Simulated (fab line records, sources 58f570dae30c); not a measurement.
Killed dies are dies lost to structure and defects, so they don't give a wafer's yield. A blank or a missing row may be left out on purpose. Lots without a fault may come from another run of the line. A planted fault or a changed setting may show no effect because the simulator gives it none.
Problem report in the 8D (eight disciplines) form, filled by code | flow berkeley_cmos170 | the parts of the form that need people (team, actions taken, sign-off) are left out

1. THE PROBLEM
chamber_o2_ppm at UCB170_SILICIDE_RTA_04 reads a mean of 302.000 on 6 wafers of 2 lots; wafers without a fault read 1.995 with a standard deviation of 0.022. That is +99 or more standard deviations from the usual mean.
The step: time 15 s.
First seen on wafer L192.2, day 8 12:37, on rtp_anneal-01. The record holds 42 wafers of 14 lots with a number at this step. Rule for "out", or "out of limits": more than 4 standard deviations from the usual mean. The other wafers with a number count as sound.

2. WHAT IT IS AND WHAT IT IS NOT
question                    | is                     | is not
which readings at this step | chamber_o2_ppm         | lamp_power_pct, wafer_temp_C_max
which lots                  | L190, L192             | L188, L189, L191, L193, L202, L203, L204, L206, L207, L208, L210, L211
which wafers of those lots  | all that have a number | -
read on which tools         | rtp_anneal-01          | rtp_anneal-02
when                        | from day 8 12:37       | up to then (9 sound wafers); but 27 sound wafers of L193, L202, L203, L204, L206, L207, L208, L210, L211 came after

3. SUSPECTS, AND WHAT RULES EACH OUT
Counting: a tool at a process step up to the reading stays a suspect if it ran every lot that is out and no sound lot after the first of them.
- rtp_anneal-01 at UCB170_SILICIDE_RTA_04 (time 15 s): ruled out as a lasting fault. Sound lots L206, L203, L210, L208, L211 ran on it after its first lot that is out, L192 (day 8 12:37).
Left after counting: nothing in the record.

4. THE CAUSE (what the simulator had put in)
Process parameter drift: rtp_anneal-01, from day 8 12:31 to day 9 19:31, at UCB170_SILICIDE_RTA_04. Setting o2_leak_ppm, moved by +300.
Counting ruled it out, wrongly.

5. THE CHAIN OF EFFECTS, in route order
Each row: a reading whose mean over the struck wafers that have a number lies more than 3 standard deviations from the usual. Only readings for which the record gives a usual standard deviation are gone through. hours: the time from each lot's start at the first step in this table that gives one to its start at this step, as a median over the lots. sigmas: the change in usual standard deviations.
hours | step                   | reading        | usual | on struck wafers | change   | sigmas
0     | UCB170_SILICIDE_RTA_04 | chamber_o2_ppm | 1.995 | 302.000          | +300.005 | +99 or more
The process steps in it:
- UCB170_SILICIDE_RTA_04: time 15 s.
Later measuring or inspecting steps at which every struck wafer that the step has a row for has a number for every such reading, and none has moved that far: UCB170_V2_THK_MEAS_01, UCB170_M3_OVL_MEAS_16.

6. WHAT WOULD HAVE CAUGHT IT SOONER
In this record the first reading out of limits was taken at day 8 12:37, 0 hours after the fault began at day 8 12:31.
